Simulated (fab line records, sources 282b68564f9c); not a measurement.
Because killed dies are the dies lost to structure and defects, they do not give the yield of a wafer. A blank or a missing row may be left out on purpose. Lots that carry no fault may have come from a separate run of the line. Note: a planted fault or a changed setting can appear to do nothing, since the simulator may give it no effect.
A struck lot beside a sound one	flow ritCmos	15 steps out of a route of 202
Sound: these wafers, L965.1, L965.2, L965.3. The struck wafers were L971.2, L971.5, L971.6. At the end, the cause is stated.
Each step with rows lists, per side, the tool, then ch with its chambers, then its first start. Under that, the readings that differ: sound wafers	struck wafers	difference of the means	sigmas: that difference in standard deviations of wafers without a fault.
alike: readings with means less than 2 such deviations apart, plus words and numbers identical on both sides. not compared: withheld readings, readings lacking a value on some wafer, bounds such as >300 that could conceal the same value, and numbers that have no deviation in the record and whose values overlap.
A row with sigmas, a row that says differs or no value, or rows on one side alone: a step with any of these is where the two part. Numbers that don't overlap but have no deviation are shown without sigmas and don't part them. A reading that every wafer of one side lacks parts them only if that side has two wafers or more.

first, 1 step without rows for these wafers: RIT_PLDD_IMPLANT_08.
RIT_PLDD_STRIP_09: strips in O2, time 180 s.
  sound on plasmaAsher-04 ch 0,1, day 4 08:17; struck on plasmaAsher-02 ch 0,1, day 5 15:05
  alike: drypumpMotorCurrentA
  not compared: rfHoursCounterH
RIT_PLDD_TW_MEAS_10:
  sound on filmMetro-01, day 4 08:27; struck on filmMetro-02, day 5 15:16
reading	sound	struck	difference	sigmas
PLDD_TW	2322 2327 2323	2378 2373 2369	+49	+2
then, 4 steps without rows for these wafers: RIT_SPACER_CLEAN_00 (cleans in SC1, time 600 s); RIT_SPACER_CLEAN_01 (cleans in dHF, time 30 s); RIT_SPACER_CLEAN_02 (cleans in SC2, time 600 s); RIT_SPACER_CVD_03 (deposits Si3N4 from SiH2Cl2/NH3, target thk 250 nm, time 3300 s).
RIT_SPACER_THK_MEAS_04:
  sound on filmMetro-02, day 4 10:56; struck on filmMetro-01, day 5 17:58
  alike: SPACER_NITRIDE_THK
RIT_SPACER_ETCHBACK_05: etches Si3N4 in SF6/CHF3, stops on SiO2, target depth 250 nm, time 240 s.
  sound on rieDiel-01 ch 0,1,3, day 4 10:59; struck on rieDiel-04 ch 0,3, day 5 18:01
  alike: CHF3_flow_sccm, drypumpMotorCurrentA, oesProductAu, throttleValvePct
  not compared: rfHoursCounterH
then, 3 steps without rows for these wafers: RIT_NSD_HMDS_00 (prime time 60 s); RIT_NSD_COAT_01 (resist thk 1000 nm); RIT_NSD_SOFTBAKE_02 (time 60 s).
RIT_NSD_EXPOSE_03: exposes mask M9, target cd 40700 nm.
  sound on ilineStepper-01 ch 0, day 4 11:49; struck on ilineStepper-01 ch 0, day 5 18:46
reading	sound	struck	difference	sigmas
mask	M9#0 M9#0 M9#0	M9_R1#0 M9_R1#0 M9_R1#0	differs	
stageVelMmS (mm/s)	499.49 500.18 499.72	500.29 500.35 500.45	+0.57	+2
then, 2 steps without rows for these wafers: RIT_NSD_PEB_04; RIT_M1_PROBE_99.

## WHERE THEY PART
At RIT_PLDD_TW_MEAS_10 first; at RIT_NSD_EXPOSE_03 last (within this record only).

WHY: the cause the simulator had injected
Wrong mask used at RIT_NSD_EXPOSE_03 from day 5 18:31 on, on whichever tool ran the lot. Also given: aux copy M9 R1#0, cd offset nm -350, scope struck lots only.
